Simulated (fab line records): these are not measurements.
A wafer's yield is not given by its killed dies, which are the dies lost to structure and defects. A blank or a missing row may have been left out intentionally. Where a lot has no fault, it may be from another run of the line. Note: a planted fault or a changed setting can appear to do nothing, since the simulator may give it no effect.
fab line records / flow rit-cmos
record: lots: 13 wafers: 39 last-day: 7
route steps=202 shown SILICIDE@162
lots with no fault: from the same line, run without faults
start-h: the number of hours between the record's first day and the start of the first shown wafer of the lot / wait-h: how many hours have passed since the lot's step before this one / " same as the row above / L1.1+2: several wafers, shown together as one row / - either no value or no given start / * or withheld: withheld / < > ~ a bound
route shown NAME@n: NAME is a module with steps in the file, n the number in the route of the first one / usual: mean/standard deviation of fault-free wafers / same: alike in all rows / chamber/n: place in a boat / sites: the reading at each site / _std_site: the values' standard deviation / _edge_site: mean of outer sites minus mean of inner sites / radius-mm: how far each site lies from the wafer's centre / mask NAME#n: copy n / behind: the most recent tool/chamber to have shaped the wafer / hold: reason for holding the lot/hours on hold/outcome of the hold / device: whichever transistor did not switch (one of n, p or np) / end of line: at the end of the route, the tests of the same wafers / for a step that has no rows: nothing shown but its recipe / killed: count of dies lost to structure and defects at first sort (not the wafer's yield) / map: per-die view of a wafer (x killed, . not killed, _ where there is no die)
set.NAME: the setting that was run; set.NAME@STEP: the one run at that earlier step / model.NAME: the simulator's own value behind a step, which no gauge read
the route's steps for a sample of lots (tables are steps, rows are wafers)
services: from which hour (start-h, from the record's first day; less than 0 if before it) a tool's chamber was out of use, for how many hours, and why
== steps ==
step: RIT_SILICIDE_SPUTTER_01
recipe: material: Ti target-thk-nm: 30 power-w: 350 chamber-pressure-pa: 0.667 gas: Ar time-s: 240 substrate-temp-c: 25
usual: throttle-valve-pct: 29.8/1.2
lot.wafer=L418.1 tool=pvd-sputter-02 chamber=- start-h=50.54 wait-h=0.0 throttle-valve-pct=30.0
lot.wafer=L418.4 tool=pvd-sputter-02 chamber=- start-h=50.54 wait-h=0.0 throttle-valve-pct=29.7
lot.wafer=L418.5 tool=pvd-sputter-02 chamber=- start-h=50.54 wait-h=0.0 throttle-valve-pct=29.9
lot.wafer=L419.1 tool=pvd-sputter-03 chamber=- start-h=54.75 wait-h=0.0 throttle-valve-pct=27.4
lot.wafer=L419.2 tool=pvd-sputter-03 chamber=- start-h=54.75 wait-h=0.0 throttle-valve-pct=32.4
lot.wafer=L419.4 tool=pvd-sputter-03 chamber=- start-h=54.75 wait-h=0.0 throttle-valve-pct=29.1
lot.wafer=L420.2 tool=pvd-sputter-02 chamber=- start-h=60.74 wait-h=0.0 throttle-valve-pct=29.6
lot.wafer=L420.4 tool=pvd-sputter-02 chamber=- start-h=60.74 wait-h=0.0 throttle-valve-pct=29.9
lot.wafer=L420.5 tool=pvd-sputter-02 chamber=- start-h=60.74 wait-h=0.0 throttle-valve-pct=29.9
lot.wafer=L421.1 tool=pvd-sputter-03 chamber=- start-h=67.34 wait-h=0.0 throttle-valve-pct=29.1
lot.wafer=L421.3 tool=pvd-sputter-03 chamber=- start-h=67.34 wait-h=0.0 throttle-valve-pct=31.7
lot.wafer=L421.5 tool=pvd-sputter-03 chamber=- start-h=67.34 wait-h=0.0 throttle-valve-pct=32.7
lot.wafer=L422.1 tool=pvd-sputter-02 chamber=- start-h=71.21 wait-h=0.0 throttle-valve-pct=29.0
lot.wafer=L422.2 tool=pvd-sputter-02 chamber=- start-h=71.21 wait-h=0.0 throttle-valve-pct=29.3
lot.wafer=L422.3 tool=pvd-sputter-02 chamber=- start-h=71.21 wait-h=0.0 throttle-valve-pct=29.8
lot.wafer=L423.1 tool=pvd-sputter-03 chamber=- start-h=75.84 wait-h=0.0 throttle-valve-pct=31.0
lot.wafer=L423.3 tool=pvd-sputter-03 chamber=- start-h=75.84 wait-h=0.0 throttle-valve-pct=27.3
lot.wafer=L423.5 tool=pvd-sputter-03 chamber=- start-h=75.84 wait-h=0.0 throttle-valve-pct=32.7
lot.wafer=L424.4 tool=pvd-sputter-02 chamber=- start-h=80.48 wait-h=0.0 throttle-valve-pct=29.5
lot.wafer=L424.5 tool=pvd-sputter-02 chamber=- start-h=80.48 wait-h=0.0 throttle-valve-pct=29.5
lot.wafer=L424.6 tool=pvd-sputter-02 chamber=- start-h=80.48 wait-h=0.0 throttle-valve-pct=30.2
lot.wafer=L426.3 tool=pvd-sputter-02 chamber=- start-h=96.47 wait-h=0.0 throttle-valve-pct=28.7
lot.wafer=L426.4 tool=pvd-sputter-02 chamber=- start-h=96.47 wait-h=0.0 throttle-valve-pct=30.1
lot.wafer=L426.6 tool=pvd-sputter-02 chamber=- start-h=96.47 wait-h=0.0 throttle-valve-pct=29.6
lot.wafer=L428.2 tool=pvd-sputter-03 chamber=- start-h=112.85 wait-h=0.0 throttle-valve-pct=28.9
lot.wafer=L428.4 tool=pvd-sputter-03 chamber=- start-h=112.85 wait-h=0.0 throttle-valve-pct=31.6
lot.wafer=L428.5 tool=pvd-sputter-03 chamber=- start-h=112.85 wait-h=0.0 throttle-valve-pct=31.1
lot.wafer=L431.1 tool=pvd-sputter-01 chamber=- start-h=126.68 wait-h=0.0 throttle-valve-pct=29.0
lot.wafer=L431.4 tool=pvd-sputter-01 chamber=- start-h=126.68 wait-h=0.0 throttle-valve-pct=31.9
lot.wafer=L431.5 tool=pvd-sputter-01 chamber=- start-h=126.68 wait-h=0.0 throttle-valve-pct=29.0
lot.wafer=L435.2 tool=pvd-sputter-01 chamber=- start-h=141.78 wait-h=0.0 throttle-valve-pct=29.2
lot.wafer=L435.4 tool=pvd-sputter-01 chamber=- start-h=141.78 wait-h=0.0 throttle-valve-pct=32.2
lot.wafer=L435.6 tool=pvd-sputter-01 chamber=- start-h=141.78 wait-h=0.0 throttle-valve-pct=29.8
lot.wafer=L439.3 tool=pvd-sputter-01 chamber=- start-h=157.79 wait-h=0.0 throttle-valve-pct=28.9
lot.wafer=L439.4 tool=pvd-sputter-01 chamber=- start-h=157.79 wait-h=0.0 throttle-valve-pct=32.4
lot.wafer=L439.5 tool=pvd-sputter-01 chamber=- start-h=157.79 wait-h=0.0 throttle-valve-pct=29.7
lot.wafer=L440.4 tool=pvd-sputter-02 chamber=- start-h=161.41 wait-h=0.0 throttle-valve-pct=29.7
lot.wafer=L440.5 tool=pvd-sputter-02 chamber=- start-h=161.41 wait-h=0.0 throttle-valve-pct=29.7
lot.wafer=L440.6 tool=pvd-sputter-02 chamber=- start-h=161.41 wait-h=0.0 throttle-valve-pct=29.1
step: RIT_SILICIDE_RS_MEAS_02
recipe: thk-meas-gauge: four-point-probe reads: Ti_of_SILICIDE_SPUTTER_01
usual: SILICIDE_TI_RS: 47.9/0.74
lot.wafer=L418.1 tool=film-metro-03 chamber=- start-h=50.69 wait-h=0.1 SILICIDE_TI_RS[ohm/sq]=48.4
lot.wafer=L418.4 tool=film-metro-03 chamber=- start-h=50.69 wait-h=0.1 SILICIDE_TI_RS[ohm/sq]=48.6
lot.wafer=L418.5 tool=film-metro-03 chamber=- start-h=50.69 wait-h=0.1 SILICIDE_TI_RS[ohm/sq]=49.7
lot.wafer=L419.1 tool=film-metro-04 chamber=- start-h=54.90 wait-h=0.1 SILICIDE_TI_RS[ohm/sq]=48.1
lot.wafer=L419.2 tool=film-metro-04 chamber=- start-h=54.90 wait-h=0.1 SILICIDE_TI_RS[ohm/sq]=48.3
lot.wafer=L419.4 tool=film-metro-04 chamber=- start-h=54.90 wait-h=0.1 SILICIDE_TI_RS[ohm/sq]=46.8
lot.wafer=L420.2 tool=film-metro-03 chamber=- start-h=60.91 wait-h=0.1 SILICIDE_TI_RS[ohm/sq]=48.1
lot.wafer=L420.4 tool=film-metro-03 chamber=- start-h=60.91 wait-h=0.1 SILICIDE_TI_RS[ohm/sq]=48.1
lot.wafer=L420.5 tool=film-metro-03 chamber=- start-h=60.91 wait-h=0.1 SILICIDE_TI_RS[ohm/sq]=48.8
lot.wafer=L421.1 tool=film-metro-02 chamber=- start-h=67.49 wait-h=0.1 SILICIDE_TI_RS[ohm/sq]=47.0
lot.wafer=L421.3 tool=film-metro-02 chamber=- start-h=67.49 wait-h=0.1 SILICIDE_TI_RS[ohm/sq]=47.3
lot.wafer=L421.5 tool=film-metro-02 chamber=- start-h=67.49 wait-h=0.1 SILICIDE_TI_RS[ohm/sq]=47.9
lot.wafer=L422.1 tool=film-metro-02 chamber=- start-h=71.36 wait-h=0.1 SILICIDE_TI_RS[ohm/sq]=47.7
lot.wafer=L422.2 tool=film-metro-02 chamber=- start-h=71.36 wait-h=0.1 SILICIDE_TI_RS[ohm/sq]=48.2
lot.wafer=L422.3 tool=film-metro-02 chamber=- start-h=71.36 wait-h=0.1 SILICIDE_TI_RS[ohm/sq]=48.3
lot.wafer=L423.1 tool=film-metro-04 chamber=- start-h=75.99 wait-h=0.1 SILICIDE_TI_RS[ohm/sq]=47.9
lot.wafer=L423.3 tool=film-metro-04 chamber=- start-h=75.99 wait-h=0.1 SILICIDE_TI_RS[ohm/sq]=49.0
lot.wafer=L423.5 tool=film-metro-04 chamber=- start-h=75.99 wait-h=0.1 SILICIDE_TI_RS[ohm/sq]=49.1
lot.wafer=L424.4 tool=film-metro-03 chamber=- start-h=80.69 wait-h=0.1 SILICIDE_TI_RS[ohm/sq]=48.9
lot.wafer=L424.5 tool=film-metro-03 chamber=- start-h=80.69 wait-h=0.1 SILICIDE_TI_RS[ohm/sq]=48.2
lot.wafer=L424.6 tool=film-metro-03 chamber=- start-h=80.69 wait-h=0.1 SILICIDE_TI_RS[ohm/sq]=48.2
lot.wafer=L426.3 tool=film-metro-04 chamber=- start-h=96.66 wait-h=0.1 SILICIDE_TI_RS[ohm/sq]=32.5
lot.wafer=L426.4 tool=film-metro-04 chamber=- start-h=96.66 wait-h=0.1 SILICIDE_TI_RS[ohm/sq]=48.7
lot.wafer=L426.6 tool=film-metro-04 chamber=- start-h=96.66 wait-h=0.1 SILICIDE_TI_RS[ohm/sq]=48.5
lot.wafer=L428.2 tool=film-metro-04 chamber=- start-h=113.02 wait-h=0.1 SILICIDE_TI_RS[ohm/sq]=47.5
lot.wafer=L428.4 tool=film-metro-04 chamber=- start-h=113.02 wait-h=0.1 SILICIDE_TI_RS[ohm/sq]=47.5
lot.wafer=L428.5 tool=film-metro-04 chamber=- start-h=113.02 wait-h=0.1 SILICIDE_TI_RS[ohm/sq]=48.1
lot.wafer=L431.1 tool=film-metro-02 chamber=- start-h=126.83 wait-h=0.1 SILICIDE_TI_RS[ohm/sq]=48.1
lot.wafer=L431.4 tool=film-metro-02 chamber=- start-h=126.83 wait-h=0.1 SILICIDE_TI_RS[ohm/sq]=47.5
lot.wafer=L431.5 tool=film-metro-02 chamber=- start-h=126.83 wait-h=0.1 SILICIDE_TI_RS[ohm/sq]=47.6
lot.wafer=L435.2 tool=film-metro-04 chamber=- start-h=141.95 wait-h=0.1 SILICIDE_TI_RS[ohm/sq]=47.9
lot.wafer=L435.4 tool=film-metro-04 chamber=- start-h=141.95 wait-h=0.1 SILICIDE_TI_RS[ohm/sq]=47.6
lot.wafer=L435.6 tool=film-metro-04 chamber=- start-h=141.95 wait-h=0.1 SILICIDE_TI_RS[ohm/sq]=48.3
lot.wafer=L439.3 tool=film-metro-02 chamber=- start-h=157.98 wait-h=0.1 SILICIDE_TI_RS[ohm/sq]=47.8
lot.wafer=L439.4 tool=film-metro-02 chamber=- start-h=157.98 wait-h=0.1 SILICIDE_TI_RS[ohm/sq]=47.0
lot.wafer=L439.5 tool=film-metro-02 chamber=- start-h=157.98 wait-h=0.1 SILICIDE_TI_RS[ohm/sq]=48.4
lot.wafer=L440.4 tool=film-metro-02 chamber=- start-h=161.62 wait-h=0.1 SILICIDE_TI_RS[ohm/sq]=47.7
lot.wafer=L440.5 tool=film-metro-02 chamber=- start-h=161.62 wait-h=0.1 SILICIDE_TI_RS[ohm/sq]=48.0
lot.wafer=L440.6 tool=film-metro-02 chamber=- start-h=161.62 wait-h=0.1 SILICIDE_TI_RS[ohm/sq]=46.7
step: RIT_SILICIDE_THK_MEAS_03
recipe: thk-meas-gauge: xrf reads: Ti_of_SILICIDE_SPUTTER_01
usual: SILICIDE_TI_THK: 30.0/0.37
lot.wafer=L418.1 tool=film-metro-03 chamber=- start-h=50.81 wait-h=0.1 SILICIDE_TI_THK[nm]=29.7
lot.wafer=L418.4 tool=film-metro-03 chamber=- start-h=50.81 wait-h=0.1 SILICIDE_TI_THK[nm]=29.7
lot.wafer=L418.5 tool=film-metro-03 chamber=- start-h=50.81 wait-h=0.1 SILICIDE_TI_THK[nm]=29.3
lot.wafer=L419.1 tool=film-metro-04 chamber=- start-h=55.02 wait-h=0.1 SILICIDE_TI_THK[nm]=29.9
lot.wafer=L419.2 tool=film-metro-04 chamber=- start-h=55.02 wait-h=0.1 SILICIDE_TI_THK[nm]=30.0
lot.wafer=L419.4 tool=film-metro-04 chamber=- start-h=55.02 wait-h=0.1 SILICIDE_TI_THK[nm]=30.7
lot.wafer=L420.2 tool=film-metro-03 chamber=- start-h=61.02 wait-h=0.1 SILICIDE_TI_THK[nm]=30.0
lot.wafer=L420.4 tool=film-metro-03 chamber=- start-h=61.02 wait-h=0.1 SILICIDE_TI_THK[nm]=30.0
lot.wafer=L420.5 tool=film-metro-03 chamber=- start-h=61.02 wait-h=0.1 SILICIDE_TI_THK[nm]=29.7
lot.wafer=L421.1 tool=film-metro-02 chamber=- start-h=67.61 wait-h=0.1 SILICIDE_TI_THK[nm]=30.2
lot.wafer=L421.3 tool=film-metro-02 chamber=- start-h=67.61 wait-h=0.1 SILICIDE_TI_THK[nm]=30.2
lot.wafer=L421.5 tool=film-metro-02 chamber=- start-h=67.61 wait-h=0.1 SILICIDE_TI_THK[nm]=29.9
lot.wafer=L422.1 tool=film-metro-02 chamber=- start-h=71.48 wait-h=0.1 SILICIDE_TI_THK[nm]=30.0
lot.wafer=L422.2 tool=film-metro-02 chamber=- start-h=71.48 wait-h=0.1 SILICIDE_TI_THK[nm]=29.7
lot.wafer=L422.3 tool=film-metro-02 chamber=- start-h=71.48 wait-h=0.1 SILICIDE_TI_THK[nm]=29.7
lot.wafer=L423.1 tool=film-metro-04 chamber=- start-h=76.11 wait-h=0.1 SILICIDE_TI_THK[nm]=30.0
lot.wafer=L423.3 tool=film-metro-04 chamber=- start-h=76.11 wait-h=0.1 SILICIDE_TI_THK[nm]=29.6
lot.wafer=L423.5 tool=film-metro-04 chamber=- start-h=76.11 wait-h=0.1 SILICIDE_TI_THK[nm]=29.5
lot.wafer=L424.4 tool=film-metro-03 chamber=- start-h=80.78 wait-h=0.1 SILICIDE_TI_THK[nm]=29.8
lot.wafer=L424.5 tool=film-metro-03 chamber=- start-h=80.78 wait-h=0.1 SILICIDE_TI_THK[nm]=30.1
lot.wafer=L424.6 tool=film-metro-03 chamber=- start-h=80.78 wait-h=0.1 SILICIDE_TI_THK[nm]=30.0
lot.wafer=L426.3 tool=film-metro-04 chamber=- start-h=96.76 wait-h=0.1 SILICIDE_TI_THK[nm]=41.0
lot.wafer=L426.4 tool=film-metro-04 chamber=- start-h=96.76 wait-h=0.1 SILICIDE_TI_THK[nm]=29.6
lot.wafer=L426.6 tool=film-metro-04 chamber=- start-h=96.76 wait-h=0.1 SILICIDE_TI_THK[nm]=29.7
lot.wafer=L428.2 tool=film-metro-04 chamber=- start-h=113.13 wait-h=0.1 SILICIDE_TI_THK[nm]=30.4
lot.wafer=L428.4 tool=film-metro-04 chamber=- start-h=113.13 wait-h=0.1 SILICIDE_TI_THK[nm]=30.2
lot.wafer=L428.5 tool=film-metro-04 chamber=- start-h=113.13 wait-h=0.1 SILICIDE_TI_THK[nm]=29.9
lot.wafer=L431.1 tool=film-metro-02 chamber=- start-h=126.95 wait-h=0.1 SILICIDE_TI_THK[nm]=29.6
lot.wafer=L431.4 tool=film-metro-02 chamber=- start-h=126.95 wait-h=0.1 SILICIDE_TI_THK[nm]=30.1
lot.wafer=L431.5 tool=film-metro-02 chamber=- start-h=126.95 wait-h=0.1 SILICIDE_TI_THK[nm]=30.0
lot.wafer=L435.2 tool=film-metro-04 chamber=- start-h=142.06 wait-h=0.1 SILICIDE_TI_THK[nm]=30.0
lot.wafer=L435.4 tool=film-metro-04 chamber=- start-h=142.06 wait-h=0.1 SILICIDE_TI_THK[nm]=30.1
lot.wafer=L435.6 tool=film-metro-04 chamber=- start-h=142.06 wait-h=0.1 SILICIDE_TI_THK[nm]=30.0
lot.wafer=L439.3 tool=film-metro-02 chamber=- start-h=158.08 wait-h=0.1 SILICIDE_TI_THK[nm]=30.0
lot.wafer=L439.4 tool=film-metro-02 chamber=- start-h=158.08 wait-h=0.1 SILICIDE_TI_THK[nm]=30.5
lot.wafer=L439.5 tool=film-metro-02 chamber=- start-h=158.08 wait-h=0.1 SILICIDE_TI_THK[nm]=29.6
lot.wafer=L440.4 tool=film-metro-02 chamber=- start-h=161.71 wait-h=0.1 SILICIDE_TI_THK[nm]=29.9
lot.wafer=L440.5 tool=film-metro-02 chamber=- start-h=161.71 wait-h=0.1 SILICIDE_TI_THK[nm]=29.8
lot.wafer=L440.6 tool=film-metro-02 chamber=- start-h=161.71 wait-h=0.1 SILICIDE_TI_THK[nm]=30.4
== services ==
tool=pvd-sputter-01 chamber=- start-h=37.12 hours=2.3 kind=repair
tool=pvd-sputter-03 chamber=- start-h=39.20 hours=1.2 kind=repair
tool=pvd-sputter-01 chamber=- start-h=57.96 hours=2.7 kind=repair
tool=pvd-sputter-01 chamber=- start-h=59.34 hours=0.9 kind=repair
tool=pvd-sputter-02 chamber=- start-h=98.57 hours=2.1 kind=repair
== key ==
first-sign: step: RIT_SILICIDE_RS_MEAS_02 reading: SILICIDE_TI_RS direction: down sigmas: 21 usual: 47.9 struck: 32.5
effect: step: RIT_SILICIDE_THK_MEAS_03 reading: SILICIDE_TI_THK direction: up sigmas: 29 usual: 30.0 struck: 41.0
met-at RIT_SILICIDE_SPUTTER_01
struck-lots L426
struck-wafers L426.3
tester-left-out L426
onset-between 71.21 96.47
fault: kind: process-parameter-drift tool: pvd-sputter-02 chamber: - onset-h: 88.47 steps: RIT_SILICIDE_SPUTTER_01 channel: target-thk-nm offset: 11.212 shape: step end-h: 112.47 stated: 30 scope: struck-wafers-only
tester-left-out: of these lots the tester's yield and bins aren't shown, on N5 and GAA mostly nor the transistor test; their killed dies are dies lost to structure and defects alone, not to doping, threshold or leakage, so they don't give the yield
